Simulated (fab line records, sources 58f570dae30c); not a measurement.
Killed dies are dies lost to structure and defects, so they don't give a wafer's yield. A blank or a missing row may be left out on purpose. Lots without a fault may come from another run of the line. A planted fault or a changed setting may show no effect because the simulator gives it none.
fab line records | flow berkeley_cmos170
record lots=5 wafers=15 last_day=13
route steps=331 shown FIELD@93 SACOX@97 SCREENOX@100 NVT@104 PVT@115 GATE@125
lots that met no fault: from a run of the same line without faults
start_h: hours from the record's first day to the start of the lot's first wafer shown | wait_h: hours since the lot's step before | " the same as in the row above | L1.1+2: a row that stands for several wafers | - no value, or no start given | * or withheld: withheld | < > ~ a bound
route shown NAME@n: a module of which the file shows steps, and the number in the route of the first | usual: mean/standard deviation of fault-free wafers | same: alike in all rows | chamber/n: place in a boat | sites: the reading at each site | _std_site: their standard deviation | _edge_site: outer sites' mean less inner sites' | radius_mm: how far each site lies from the wafer's centre | mask NAME#n: copy n | behind: the tool/chamber that last shaped the wafer | hold: why the lot was held/for how many hours/how that ended | device: the transistor (n, p or np) that didn't switch | end of line: the same wafers' tests at the end of the route | a step without rows: its recipe alone | killed: dies lost to structure and defects at the first sort, not the wafer's yield | map: a wafer's dies, x killed, . not, _ none there
set.NAME: the setting as run; set.NAME@STEP: as run at that earlier step | model.NAME: the simulator's own value behind a step, which no gauge read
lots at some steps of the route; a table a step, a row a wafer
services: from which hour (start_h, from the record's first day; less than 0 if before it) a tool's chamber was out of use, for how many hours, and why
## steps
# step UCB170_FIELD_WET_ETCH_04
# recipe chemistry=dHF dilution=10:1 target=SiO2 temp_c=25 time_s=60
# columns lot.wafer tool chamber start_h wait_h
L079.1+2+3 wet_bench-01 1 148.70 0.1
L080.3+5+6 wet_bench-01 0 148.70 0.1
L084.4+5+6 wet_bench-01 2 165.20 0.0
L088.2+3+5 wet_bench-02 3 179.23 0.0
L097.2+3+6 wet_bench-01 1 221.20 0.0
# step UCB170_FIELD_WET_ETCH_05
# recipe chemistry=H3PO4 target=Si3N4 temp_c=160 time_s=12600
# columns lot.wafer tool chamber start_h wait_h
L079.1+2+3 wet_bench-01 3 148.90 0.2
L080.3+5+6 wet_bench-01 0 148.90 0.2
L084.4+5+6 wet_bench-01 2 165.23 0.0
L088.2+3+5 wet_bench-01 2 179.26 0.0
L097.2+3+6 wet_bench-01 2 221.25 0.0
# step UCB170_FIELD_WET_ETCH_06
# recipe chemistry=BOE dilution=5:1 target=SiO2 temp_c=25 time_s=22
# columns lot.wafer tool chamber start_h wait_h
L079.1+2+3 wet_bench-04 1 152.40 0.0
L080.3+5+6 wet_bench-04 1 152.40 0.0
L084.4+5+6 wet_bench-01 3 168.73 0.0
L088.2+3+5 wet_bench-04 1 183.09 0.0
L097.2+3+6 wet_bench-01 0 224.76 0.0
# step UCB170_FIELD_THK_MEAS_90
# recipe reads=SiO2_of_FIELD_OXIDATION_01
# usual FIELD_OXIDE_LEFT_1_THK=435/11
# columns lot.wafer tool chamber start_h wait_h FIELD_OXIDE_LEFT_1_THK[nm]
L079.1 film_metro-02 - 152.42 0.0 429
L079.2 " - " " 425
L079.3 " - " " 427
L080.3 film_metro-03 - 152.50 0.1 425
L080.5 " - " " 425
L080.6 " - " " 424
L084.4 film_metro-02 - 168.78 0.0 454
L084.5 " - " " 439
L084.6 " - " " 448
L088.2 film_metro-02 - 183.17 0.1 439
L088.3 " - " " 444
L088.5 " - " " 450
L097.2 film_metro-04 - 224.84 0.1 424
L097.3 " - " " 427
L097.6 " - " " 432
# step UCB170_SACOX_CLEAN_00
# recipe chemistry=dHF dilution=25:1 time_s=7.5
# columns lot.wafer tool chamber start_h wait_h
L079.1+2+3 wet_bench-01 3 152.48 0.1
L080.3+5+6 wet_bench-01 2 152.54 0.0
L084.4+5+6 wet_bench-01 3 168.81 0.0
L088.2+3+5 wet_bench-01 2 183.22 0.0
L097.2+3+6 wet_bench-01 0 224.89 0.0
# step UCB170_SACOX_OXIDATION_01
# recipe temp_c=900 ambient=O2 target_thk_a=144 ox_time_s=2400
# usual ox_temp_c_max=905.4/2
# columns lot.wafer tool chamber start_h wait_h ox_temp_c_max
L079.1 furnace-02 0 155.85 3.4 907.9
L079.2 " 0 " " 905.7
L079.3 " 0 " " 904.8
L080.3 furnace-02 0 155.85 3.3 903.8
L080.5 " 0 " " 905.0
L080.6 " 0 " " 903.9
L084.4 furnace-04 0 174.88 6.1 907.3
L084.5 " 0 " " 909.2
L084.6 " 0 " " 908.8
L088.2 furnace-01 0 190.58 7.3 902.7
L088.3 " 0 " " 903.1
L088.5 " 0 " " 903.6
L097.2 furnace-04 0 228.28 3.4 906.0
L097.3 " 0 " " 907.1
L097.6 " 0 " " 907.5
# step UCB170_SACOX_THK_MEAS_02
# recipe reads=SiO2_of_SACOX_OXIDATION_01
# usual SACOX_OXIDE_THK=14.41/0.25
# columns lot.wafer tool chamber start_h wait_h SACOX_OXIDE_THK[nm]
L079.1 film_metro-03 - 157.51 0.0 14.75
L079.2 " - " " 14.80
L079.3 " - " " 14.79
L080.3 film_metro-04 - 157.59 0.1 14.30
L080.5 " - " " 14.12
L080.6 " - " " 14.22
L084.4 film_metro-01 - 176.58 0.0 14.52
L084.5 " - " " 14.52
L084.6 " - " " 14.38
L088.2 film_metro-04 - 192.26 0.0 14.46
L088.3 " - " " 14.32
L088.5 " - " " 14.33
L097.2 film_metro-01 - 230.02 0.1 14.89
L097.3 " - " " 14.96
L097.6 " - " " 14.79
# step UCB170_SCREENOX_WET_ETCH_00
# recipe chemistry=dHF dilution=25:1 target=SiO2 temp_c=25 time_s=200
# columns lot.wafer tool chamber start_h wait_h
L079.1+2+3 wet_bench-04 2 157.61 0.1
L080.3+5+6 wet_bench-04 3 157.69 0.1
L084.4+5+6 wet_bench-01 2 176.61 0.0
L088.2+3+5 wet_bench-03 2 192.31 0.0
L097.2+3+6 wet_bench-03 2 230.07 0.0
# step UCB170_SCREENOX_OXIDATION_01
# recipe temp_c=900 ambient=O2 target_thk_a=144 ox_time_s=2400
# usual ox_temp_c_max=904.8/2.2
# columns lot.wafer tool chamber start_h wait_h ox_temp_c_max
L079.1 furnace-01 0 162.20 4.5 903.2
L079.2 " 0 " " 902.4
L079.3 " 0 " " 902.7
L080.3 furnace-01 0 162.20 4.4 903.1
L080.5 " 0 " " 903.6
L080.6 " 0 " " 903.7
L084.4 furnace-04 0 180.73 4.0 907.8
L084.5 " 0 " " 910.3
L084.6 " 0 " " 907.7
L088.2 furnace-04 0 199.35 7.0 907.1
L088.3 " 0 " " 906.2
L088.5 " 0 " " 906.4
L097.2 furnace-01 0 236.57 6.4 903.5
L097.3 " 0 " " 903.4
L097.6 " 0 " " 903.3
# step UCB170_SCREENOX_THK_MEAS_02
# recipe reads=SiO2_of_SCREENOX_OXIDATION_01
# usual SCREENOX_OXIDE_THK=14.33/0.3
# columns lot.wafer tool chamber start_h wait_h SCREENOX_OXIDE_THK[nm]
L079.1 film_metro-02 - 163.88 0.0 14.12
L079.2 " - " " 14.03
L079.3 " - " " 13.73
L080.3 film_metro-03 - 163.95 0.1 13.83
L080.5 " - " " 13.95
L080.6 " - " " 13.89
L084.4 film_metro-02 - 182.43 0.0 14.26
L084.5 " - " " 14.21
L084.6 " - " " 14.46
L088.2 film_metro-01 - 201.03 0.0 14.32
L088.3 " - " " 14.34
L088.5 " - " " 14.56
L097.2 film_metro-03 - 238.25 0.0 14.41
L097.3 " - " " 14.35
L097.6 " - " " 14.59
# step UCB170_SCREENOX_ANNEAL_03
# recipe temp_c=900 time_s=900 ambient=N2
# columns lot.wafer tool chamber start_h wait_h
L079.1+2+3 furnace-04 0 168.73 4.8
L080.3+5+6 furnace-04 0 168.73 4.8
L084.4+5+6 furnace-01 0 189.33 6.9
L088.2+3+5 furnace-01 0 206.00 5.0
L097.2+3+6 furnace-04 0 241.50 3.2
# step UCB170_NVT_HMDS_00
# recipe prime_time_s=60 prime_temp_c=100
# usual chill_plate_temp_C=23.01/0.11
# columns lot.wafer tool chamber start_h wait_h chill_plate_temp_C
L079.1 litho_track-02 0 169.98 0.0 23.04
L079.2 " 0 " " 23.09
L079.3 " 0 " " 23.13
L080.3 litho_track-04 0 170.48 0.5 22.97
L080.5 " 0 " " 22.99
L080.6 " 0 " " 23.04
L084.4 litho_track-01 0 190.66 0.1 23.05
L084.5 " 0 " " 23.12
L084.6 " 0 " " 23.18
L088.2 litho_track-02 0 207.28 0.0 22.86
L088.3 " 0 " " 22.95
L088.5 " 0 " " 22.98
L097.2 litho_track-01 0 243.60 0.8 22.93
L097.3 " 0 " " 22.91
L097.6 " 0 " " 22.93
# step UCB170_NVT_COAT_01
# recipe resist=KrF spin_rpm=1500 resist_thk_nm=900
# usual chill_plate_temp_C=23.01/0.12
# columns lot.wafer tool chamber start_h wait_h chill_plate_temp_C
L079.1 litho_track-02 0 170.13 0.1 23.07
L079.2 " 0 " " 23.07
L079.3 " 0 " " 22.90
L080.3 litho_track-04 0 170.63 0.1 23.00
L080.5 " 0 " " 22.97
L080.6 " 0 " " 22.93
L084.4 litho_track-01 0 190.81 0.1 22.88
L084.5 " 0 " " 22.99
L084.6 " 0 " " 22.85
L088.2 litho_track-02 0 207.43 0.1 23.00
L088.3 " 0 " " 23.20
L088.5 " 0 " " 23.19
L097.2 litho_track-01 0 243.75 0.1 22.96
L097.3 " 0 " " 23.04
L097.6 " 0 " " 23.24
# step UCB170_NVT_SOFTBAKE_02
# recipe resist=KrF temp_c=130 time_s=60
# usual chill_plate_temp_C=22.98/0.1
# columns lot.wafer tool chamber start_h wait_h chill_plate_temp_C
L079.1 litho_track-02 0 170.28 0.1 23.02
L079.2 " 0 " " 23.07
L079.3 " 0 " " 22.98
L080.3 litho_track-04 0 170.78 0.1 22.92
L080.5 " 0 " " 22.82
L080.6 " 0 " " 23.06
L084.4 litho_track-01 0 190.96 0.1 22.91
L084.5 " 0 " " 23.02
L084.6 " 0 " " 23.03
L088.2 litho_track-02 0 207.58 0.1 23.04
L088.3 " 0 " " 23.03
L088.5 " 0 " " 22.97
L097.2 litho_track-01 0 243.90 0.1 22.97
L097.3 " 0 " " 22.96
L097.6 " 0 " " 22.95
# step UCB170_NVT_EXPOSE_03
# recipe mask_id=PWELL target_cd_nm=3000 na=0.5 sigma_outer=0.6 source_shape=conventional dose_mj=30
# usual stage_vel_mm_s=500.01/0.26
# same sigma_outer=0.6
# columns lot.wafer tool chamber start_h wait_h mask stage_vel_mm_s
L079.1 krf_scanner-02 0 170.67 0.4 PWELL#0 500.24
L079.2 " 0 " " PWELL#0 499.52
L079.3 " 0 " " PWELL#0 500.02
L080.3 krf_scanner-01 0 171.16 0.4 PWELL#0 499.61
L080.5 " 0 " " PWELL#0 500.10
L080.6 " 0 " " PWELL#0 500.31
L084.4 krf_scanner-01 0 191.33 0.3 PWELL#0 500.10
L084.5 " 0 " " PWELL#0 500.03
L084.6 " 0 " " PWELL#0 500.27
L088.2 krf_scanner-01 0 207.72 0.1 PWELL#0 500.26
L088.3 " 0 " " PWELL#0 499.92
L088.5 " 0 " " PWELL#0 499.74
L097.2 krf_scanner-01 0 244.23 0.3 PWELL#0 500.00
L097.3 " 0 " " PWELL#0 500.15
L097.6 " 0 " " PWELL#0 500.18
# step UCB170_NVT_PEB_04
# recipe peb_temp_c=129.2 peb_time_s=withheld resist=KrF
# usual chill_plate_temp_C=22.99/0.097
# columns lot.wafer tool chamber start_h wait_h chill_plate_temp_C
L079.1 litho_track-02 0 170.88 0.2 23.09
L079.2 " 0 " " 23.04
L079.3 " 0 " " 23.04
L080.3 litho_track-02 0 171.48 0.3 22.77
L080.5 " 0 " " 22.98
L080.6 " 0 " " 22.84
L084.4 litho_track-04 0 191.47 0.1 23.04
L084.5 " 0 " " 23.20
L084.6 " 0 " " 22.99
L088.2 litho_track-01 0 208.58 0.8 22.86
L088.3 " 0 " " 23.18
L088.5 " 0 " " 23.17
L097.2 litho_track-02 0 245.05 0.8 22.89
L097.3 " 0 " " 22.83
L097.6 " 0 " " 22.89
# step UCB170_NVT_DEVELOP_05
# recipe developer=TMAH develop_time_s=45 resist=KrF dev_temp_c=21
# usual chill_plate_temp_C=23.00/0.11 developer_temp_C=20.99/0.1
# columns lot.wafer tool chamber start_h wait_h chill_plate_temp_C developer_temp_C
L079.1 litho_track-02 0 - - 23.04 21.02
L079.2 " 0 " " 23.34 20.91
L079.3 " 0 " " 23.13 20.89
L080.3 litho_track-02 0 - - 22.95 20.96
L080.5 " 0 " " 22.95 21.09
L080.6 " 0 " " 22.90 20.82
L084.4 litho_track-04 0 - - 22.81 20.93
L084.5 " 0 " " 22.87 20.83
L084.6 " 0 " " 23.04 20.99
L088.2 litho_track-01 0 - - 23.07 20.97
L088.3 " 0 " " 22.80 21.08
L088.5 " 0 " " 22.87 20.93
L097.2 litho_track-02 0 - - 23.15 20.98
L097.3 " 0 " " 23.28 21.06
L097.6 " 0 " " 23.36 21.02
# step UCB170_NVT_OVL_MEAS_06
# usual NVT_OVL=2/5.1
# columns lot.wafer tool chamber start_h wait_h NVT_OVL[nm]
L079.1 overlay-02 - 171.15 - 4
L079.2 " - " " -5
L079.3 " - " " 5
L080.3 overlay-01 - 171.72 - 2
L080.5 " - " " 1
L080.6 " - " " -1
L084.4 overlay-01 - 191.69 - -2
L084.5 " - " " 2
L084.6 " - " " -3
L088.2 overlay-01 - 208.84 - 14
L088.3 " - " " 3
L088.5 " - " " 4
L097.2 overlay-01 - 245.30 - -5
L097.3 " - " " 5
L097.6 " - " " -7
# step UCB170_NVT_IMPLANT_07
# recipe species=BF2 dose_cm2=3e+12 energy_kev=50 tilt_deg=7
# columns lot.wafer tool chamber start_h wait_h
L079.1+2+3 implanter-04 0 171.19 0.0
L080.3+5+6 implanter-03 0 171.79 0.1
L084.4+5+6 implanter-03 0 191.78 0.1
L088.2+3+5 implanter-02 0 208.89 0.0
L097.2+3+6 implanter-04 0 245.36 0.0
# step UCB170_NVT_STRIP_08
# recipe chemistry=O2 power_w=400 pressure_mtorr=3500 platen_temp_c=withheld o2_flow_sccm=400 overash_fraction=0.5
# usual drypump_motor_current_A=5.69/0.27 oes_product_au=0.735/0.005 strip_time_to_endpoint_s=21.63/0.061
# columns lot.wafer tool chamber start_h wait_h drypump_motor_current_A oes_product_au rf_hours_counter_h strip_time_to_endpoint_s
L079.1 plasma_asher-02 1 171.34 0.1 5.88 0.735 47 21.56
L079.2 " 0 " " 5.45 0.739 47 21.60
L079.3 " 1 " " 5.89 0.732 - 21.61
L080.3 plasma_asher-02 1 171.92 0.1 5.89 0.735 - 21.76
L080.5 " 0 " " 5.44 0.730 - 21.68
L080.6 " 1 " " 5.88 0.736 - 21.77
L084.4 plasma_asher-02 0 191.89 0.1 5.45 0.735 - 21.65
L084.5 " 1 " " 5.89 0.730 - 21.63
L084.6 " 0 " " 5.46 0.728 - 21.66
L088.2 plasma_asher-04 0 209.02 0.1 5.67 0.745 40 21.62
L088.3 " 1 " " 5.09 0.735 - 21.73
L088.5 " 1 " " 5.05 0.742 - 21.59
L097.2 plasma_asher-03 0 245.48 0.1 6.05 0.740 46 21.63
L097.3 " 1 " " 5.61 0.735 - 21.62
L097.6 " 0 " " 6.02 0.739 - 21.61
# step UCB170_NVT_TW_MEAS_09
# usual NVT_TW=524/4.2
# columns lot.wafer tool chamber start_h wait_h NVT_TW
L079.1 film_metro-04 - 171.44 0.1 527
L079.2 " - " " 526
L079.3 " - " " 528
L080.3 film_metro-01 - 172.02 0.1 524
L080.5 " - " " 524
L080.6 " - " " 528
L084.4 film_metro-02 - 191.98 0.1 522
L084.5 " - " " 518
L084.6 " - " " 518
L088.2 film_metro-02 - 209.13 0.1 521
L088.3 " - " " 517
L088.5 " - " " 519
L097.2 film_metro-02 - 245.59 0.1 524
L097.3 " - " " 522
L097.6 " - " " 519
# step UCB170_NVT_CLEAN_10
# recipe chemistry=SPM temp_c=120 time_s=600
# columns lot.wafer tool chamber start_h wait_h
L079.1+2+3 wet_bench-04 2 171.50 0.1
L080.3+5+6 wet_bench-04 2 172.06 0.0
L084.4+5+6 wet_bench-02 3 192.01 0.0
L088.2+3+5 wet_bench-03 2 209.18 0.0
L097.2+3+6 wet_bench-04 0 245.64 0.0
# step UCB170_PVT_HMDS_00
# recipe prime_time_s=60 prime_temp_c=100
# usual chill_plate_temp_C=22.97/0.11
# columns lot.wafer tool chamber start_h wait_h chill_plate_temp_C
L079.1 litho_track-02 0 171.70 0.0 22.83
L079.2 " 0 " " 22.89
L079.3 " 0 " " 22.97
L080.3 litho_track-02 0 172.29 0.1 23.04
L080.5 " 0 " " 23.12
L080.6 " 0 " " 23.11
L084.4 litho_track-04 0 192.74 0.6 23.07
L084.5 " 0 " " 22.80
L084.6 " 0 " " 22.99
L088.2 litho_track-02 0 209.45 0.1 22.89
L088.3 " 0 " " 22.85
L088.5 " 0 " " 22.80
L097.2 litho_track-03 0 247.22 1.4 22.99
L097.3 " 0 " " 23.09
L097.6 " 0 " " 23.03
# step UCB170_PVT_COAT_01
# recipe resist=KrF spin_rpm=1500 resist_thk_nm=900
# usual chill_plate_temp_C=22.98/0.12
# columns lot.wafer tool chamber start_h wait_h chill_plate_temp_C
L079.1 litho_track-02 0 171.85 0.1 23.14
L079.2 " 0 " " 23.32
L079.3 " 0 " " 23.18
L080.3 litho_track-02 0 172.44 0.1 23.09
L080.5 " 0 " " 23.06
L080.6 " 0 " " 23.21
L084.4 litho_track-04 0 192.89 0.1 23.01
L084.5 " 0 " " 22.84
L084.6 " 0 " " 22.85
L088.2 litho_track-02 0 209.60 0.1 22.94
L088.3 " 0 " " 22.89
L088.5 " 0 " " 22.86
L097.2 litho_track-03 0 247.37 0.1 22.94
L097.3 " 0 " " 22.99
L097.6 " 0 " " 22.82
# step UCB170_PVT_SOFTBAKE_02
# recipe resist=KrF temp_c=130 time_s=60
# usual chill_plate_temp_C=23.01/0.092
# columns lot.wafer tool chamber start_h wait_h chill_plate_temp_C
L079.1 litho_track-02 0 172.00 0.1 23.04
L079.2 " 0 " " 23.10
L079.3 " 0 " " 22.96
L080.3 litho_track-02 0 172.59 0.1 23.07
L080.5 " 0 " " 23.01
L080.6 " 0 " " 22.84
L084.4 litho_track-04 0 193.04 0.1 23.03
L084.5 " 0 " " 23.19
L084.6 " 0 " " 23.05
L088.2 litho_track-02 0 209.75 0.1 22.99
L088.3 " 0 " " 22.96
L088.5 " 0 " " 23.04
L097.2 litho_track-03 0 247.52 0.1 23.10
L097.3 " 0 " " 23.18
L097.6 " 0 " " 23.07
# step UCB170_PVT_EXPOSE_03
# recipe mask_id=NWELL target_cd_nm=3000 na=0.5 sigma_outer=0.6 source_shape=conventional dose_mj=30
# usual stage_vel_mm_s=499.94/0.26
# same sigma_outer=0.6
# columns lot.wafer tool chamber start_h wait_h mask stage_vel_mm_s
L079.1 krf_scanner-02 0 172.37 0.3 NWELL#0 500.19
L079.2 " 0 " " NWELL#0 500.18
L079.3 " 0 " " NWELL#0 500.22
L080.3 krf_scanner-02 0 172.98 0.4 NWELL#0 499.92
L080.5 " 0 " " NWELL#0 500.40
L080.6 " 0 " " NWELL#0 499.75
L084.4 krf_scanner-02 0 193.18 0.1 NWELL#0 499.63
L084.5 " 0 " " NWELL#0 499.71
L084.6 " 0 " " NWELL#0 499.66
L088.2 krf_scanner-02 0 210.02 0.2 NWELL#0 500.17
L088.3 " 0 " " NWELL#0 499.88
L088.5 " 0 " " NWELL#0 500.07
L097.2 krf_scanner-01 0 - - NWELL#0 499.97
L097.3 " 0 " " NWELL#0 499.78
L097.6 " 0 " " NWELL#0 499.88
# step UCB170_PVT_PEB_04
# recipe peb_temp_c=130 peb_time_s=withheld resist=KrF
# usual chill_plate_temp_C=22.99/0.11
# columns lot.wafer tool chamber start_h wait_h chill_plate_temp_C
L079.1 litho_track-04 0 172.58 0.2 22.86
L079.2 " 0 " " 22.81
L079.3 " 0 " " 22.95
L080.3 litho_track-04 0 173.11 0.1 23.02
L080.5 " 0 " " 22.87
L080.6 " 0 " " 23.08
L084.4 litho_track-04 0 193.47 0.3 23.14
L084.5 " 0 " " 23.03
L084.6 " 0 " " 23.13
L088.2 litho_track-04 0 210.14 0.1 23.02
L088.3 " 0 " " 23.16
L088.5 " 0 " " 23.12
L097.2 litho_track-03 0 - - 23.13
L097.3 " 0 " " 22.98
L097.6 " 0 " " 22.97
# step UCB170_PVT_DEVELOP_05
# recipe developer=TMAH develop_time_s=45 resist=KrF dev_temp_c=21
# usual chill_plate_temp_C=23.00/0.11 developer_temp_C=20.97/0.12
# columns lot.wafer tool chamber start_h wait_h chill_plate_temp_C developer_temp_C
L079.1 litho_track-04 0 - - 23.18 21.13
L079.2 " 0 " " 22.97 21.08
L079.3 " 0 " " 22.93 21.18
L080.3 litho_track-04 0 - - 22.79 20.89
L080.5 " 0 " " 22.85 20.80
L080.6 " 0 " " 22.79 20.87
L084.4 litho_track-04 0 - - 22.99 20.95
L084.5 " 0 " " 23.04 21.04
L084.6 " 0 " " 23.14 20.95
L088.2 litho_track-04 0 - - 22.82 21.04
L088.3 " 0 " " 23.03 20.80
L088.5 " 0 " " 22.79 20.92
L097.2 litho_track-03 0 - - 22.83 20.97
L097.3 " 0 " " 22.96 21.02
L097.6 " 0 " " 22.96 20.89
# step UCB170_PVT_OVL_MEAS_06
# usual PVT_OVL=4/5.1
# columns lot.wafer tool chamber start_h wait_h PVT_OVL[nm]
L079.1 overlay-01 - 172.85 - 4
L079.2 " - " " 3
L079.3 " - " " 7
L080.3 overlay-01 - 173.35 - 9
L080.5 " - " " 11
L080.6 " - " " 8
L084.4 overlay-02 - 193.69 - -12
L084.5 " - " " 0
L084.6 " - " " 2
L088.2 overlay-02 - 210.40 - 16
L088.3 " - " " 6
L088.5 " - " " 13
L097.2 overlay-01 - 250.28 - 2
L097.3 " - " " 3
L097.6 " - " " 1
# step UCB170_PVT_IMPLANT_07
# recipe species=P dose_cm2=2e+12 energy_kev=30 tilt_deg=7
# columns lot.wafer tool chamber start_h wait_h
L079.1+2+3 implanter-02 0 172.89 0.0
L080.3+5+6 implanter-04 0 173.42 0.1
L084.4+5+6 implanter-01 0 193.78 0.1
L088.2+3+5 implanter-02 0 210.45 0.0
L097.2+3+6 implanter-01 0 250.33 0.0
# step UCB170_PVT_STRIP_08
# recipe chemistry=O2 power_w=400 pressure_mtorr=3500 platen_temp_c=withheld o2_flow_sccm=400 overash_fraction=0.4587
# usual drypump_motor_current_A=5.7/0.45 oes_product_au=0.748/0.0045 strip_time_to_endpoint_s=21.65/0.068
# columns lot.wafer tool chamber start_h wait_h drypump_motor_current_A oes_product_au rf_hours_counter_h strip_time_to_endpoint_s
L079.1 plasma_asher-03 0 173.04 0.1 6.0 0.745 41 21.62
L079.2 " 1 " " 5.6 0.749 41 21.59
L079.3 " 1 " " 5.6 0.741 - 21.57
L080.3 plasma_asher-01 1 173.55 0.1 6.4 0.744 - 21.62
L080.5 " 0 " " 5.3 0.749 - 21.57
L080.6 " 1 " " 6.4 0.746 - 21.60
L084.4 plasma_asher-04 0 193.89 0.1 5.6 0.756 - 21.70
L084.5 " 0 " " 5.6 0.745 - 21.72
L084.6 " 1 " " 5.1 0.754 - 21.75
L088.2 plasma_asher-04 1 210.58 0.1 5.1 0.747 40 21.65
L088.3 " 0 " " 5.7 0.750 - 21.65
L088.5 " 0 " " 5.7 0.746 - 21.62
L097.2 plasma_asher-01 1 250.48 0.1 6.4 0.748 16 21.70
L097.3 " 0 " " 5.3 0.742 - 21.63
L097.6 " 0 " " 5.3 0.751 - 21.67
# step UCB170_PVT_TW_MEAS_09
# usual PVT_TW=508/4.8
# columns lot.wafer tool chamber start_h wait_h PVT_TW
L079.1 film_metro-04 - 173.14 0.1 511
L079.2 " - " " 509
L079.3 " - " " 512
L080.3 film_metro-02 - 173.64 0.1 502
L080.5 " - " " 501
L080.6 " - " " 503
L084.4 film_metro-04 - 193.98 0.1 513
L084.5 " - " " 513
L084.6 " - " " 514
L088.2 film_metro-03 - 210.69 0.1 510
L088.3 " - " " 511
L088.5 " - " " 512
L097.2 film_metro-02 - 250.59 0.1 504
L097.3 " - " " 505
L097.6 " - " " 507
# step UCB170_GATE_WET_ETCH_00
# recipe chemistry=dHF dilution=25:1 target=SiO2 temp_c=25 time_s=200
# columns lot.wafer tool chamber start_h wait_h
L079.1+2+3 wet_bench-04 1 173.20 0.1
L080.3+5+6 wet_bench-04 2 173.68 0.0
L084.4+5+6 wet_bench-04 1 196.75 2.8
L088.2+3+5 wet_bench-01 2 210.74 0.0
L097.2+3+6 wet_bench-01 0 250.64 0.0
# step UCB170_FIELD_THK_MEAS_91
# recipe reads=SiO2_of_FIELD_OXIDATION_01
# usual FIELD_OXIDE_LEFT_2_THK=346/11
# columns lot.wafer tool chamber start_h wait_h FIELD_OXIDE_LEFT_2_THK[nm]
L079.1 film_metro-02 - 173.26 0.0 341
L079.2 " - " " 337
L079.3 " - " " 339
L080.3 film_metro-04 - 173.76 0.0 336
L080.5 " - " " 337
L080.6 " - " " 335
L084.4 film_metro-02 - 196.84 0.0 367
L084.5 " - " " 351
L084.6 " - " " 360
L088.2 film_metro-03 - 210.81 0.0 352
L088.3 " - " " 355
L088.5 " - " " 362
L097.2 film_metro-02 - 250.72 0.0 335
L097.3 " - " " 337
L097.6 " - " " 343
# step UCB170_GATE_OXIDATION_01
# recipe temp_c=850 ambient=O2 target_thk_a=66 ox_time_s=1800
# usual ox_temp_c_max=855.1/2
# columns lot.wafer tool chamber start_h wait_h ox_temp_c_max
L079.1 furnace-04 0 179.23 6.0 856.1
L079.2 " 0 " " 856.9
L079.3 " 0 " " 856.1
L080.3 furnace-04 0 179.23 5.5 856.8
L080.5 " 0 " " 857.4
L080.6 " 0 " " 856.0
L084.4 furnace-01 0 201.58 4.7 852.8
L084.5 " 0 " " 853.3
L084.6 " 0 " " 852.4
L088.2 furnace-02 0 215.13 4.3 855.1
L088.3 " 0 " " 853.4
L088.5 " 0 " " 854.1
L097.2 furnace-01 0 252.75 2.0 852.3
L097.3 " 0 " " 852.1
L097.6 " 0 " " 853.1
# step UCB170_GATE_THK_MEAS_02
# recipe reads=SiO2_of_GATE_OXIDATION_01
# usual GATE_OXIDE_THK=6.54/0.11
# columns lot.wafer tool chamber start_h wait_h GATE_OXIDE_THK[nm]
L079.1 film_metro-04 - 180.73 0.0 6.43
L079.2 " - " " 6.35
L079.3 " - " " 6.37
L080.3 film_metro-03 - 180.81 0.1 6.55
L080.5 " - " " 6.53
L080.6 " - " " 6.62
L084.4 film_metro-04 - 203.11 0.0 6.55
L084.5 " - " " 6.64
L084.6 " - " " 6.58
L088.2 film_metro-01 - 216.64 0.0 6.40
L088.3 " - " " 6.52
L088.5 " - " " 6.46
L097.2 film_metro-04 - 254.26 0.0 6.78
L097.3 " - " " 6.60
L097.6 " - " " 6.82
# step UCB170_GATE_ANNEAL_03
# recipe temp_c=900 time_s=1800 ambient=N2
# columns lot.wafer tool chamber start_h wait_h
L079.1+2+3 furnace-02 0 188.96 8.2
L080.3+5+6 furnace-02 0 188.96 8.1
L084.4+5+6 furnace-01 0 207.25 4.1
L088.2+3+5 furnace-04 0 222.70 6.1
L097.2+3+6 furnace-02 0 257.28 3.0
# step UCB170_GATE_CVD_04
# recipe material=poly-Si temp_c=610 precursor=SiH4 time_s=1440 pressure_mtorr=375 target_thk_nm=214 sih4_flow_sccm=120
# columns lot.wafer tool chamber start_h wait_h
L079.1+2+3 lpcvd-01 0 190.46 0.0
L080.3+5+6 lpcvd-01 1 190.46 0.0
L084.4+5+6 lpcvd-02 0 209.69 0.9
L088.2+3+5 lpcvd-01 0 224.20 0.0
L097.2+3+6 lpcvd-01 0 258.78 0.0
# step UCB170_GATE_THK_MEAS_05
# recipe reads=poly-Si_of_GATE_CVD_04
# usual GATE_POLY_THK=212.8/1.9
# columns lot.wafer tool chamber start_h wait_h GATE_POLY_THK[nm]
L079.1 film_metro-01 - 191.93 0.1 212.3
L079.2 " - " " 212.3
L079.3 " - " " 211.3
L080.3 film_metro-04 - 192.01 0.2 212.5
L080.5 " - " " 212.7
L080.6 " - " " 213.2
L084.4 film_metro-01 - 211.12 0.0 215.6
L084.5 " - " " 215.4
L084.6 " - " " 217.1
L088.2 film_metro-03 - 225.61 0.0 209.2
L088.3 " - " " 210.3
L088.5 " - " " 208.8
L097.2 film_metro-03 - 260.98 0.1 211.8
L097.3 " - " " 212.2
L097.6 " - " " 211.8
# step UCB170_GATE_COAT_06
# recipe resist=BARC temp_c=withheld time_s=withheld spin_rpm=3000 resist_thk_nm=withheld
# usual chill_plate_temp_C=*
# columns lot.wafer tool chamber start_h wait_h chill_plate_temp_C
L079.1 litho_track-01 0 191.99 0.1 *
L079.2 " 0 " " *
L079.3 " 0 " " *
L080.3 litho_track-01 0 192.49 0.5 *
L080.5 " 0 " " *
L080.6 " 0 " " *
L084.4 litho_track-02 0 211.52 0.4 *
L084.5 " 0 " " *
L084.6 " 0 " " *
L088.2 litho_track-02 0 225.68 0.1 *
L088.3 " 0 " " *
L088.5 " 0 " " *
L097.2 litho_track-02 0 261.74 0.7 *
L097.3 " 0 " " *
L097.6 " 0 " " *
## services
# columns tool chamber start_h hours kind
krf_scanner-01 - 125.09 1.0 pm
plasma_asher-04 - 126.46 2.8 pm
implanter-04 - 128.55 13.0 pm
plasma_asher-04 - 129.36 31.9 repair
plasma_asher-04 - 131.30 2.7 repair
krf_scanner-02 - 134.66 1.0 pm
krf_scanner-01 - 135.66 1.3 pm
implanter-04 - 148.69 4.8 repair
implanter-04 - 150.90 2.3 repair
lpcvd-01 - 162.60 0.9 repair
furnace-04 - 165.88 2.8 pm
implanter-04 - 167.37 1.2 repair
plasma_asher-04 - 168.81 3.6 repair
plasma_asher-04 - 172.44 4.7 repair
furnace-02 - 173.11 3.3 repair
krf_scanner-02 - 177.02 0.8 pm
krf_scanner-01 - 182.63 3.0 pm
implanter-02 - 190.63 4.0 repair
krf_scanner-01 - 193.91 0.8 pm
furnace-04 - 195.43 2.4 pm
furnace-01 - 214.35 7.7 pm
krf_scanner-02 - 232.45 1.3 pm
krf_scanner-02 - 234.74 0.3 repair
furnace-01 - 254.25 2.6 pm
## key
fault none
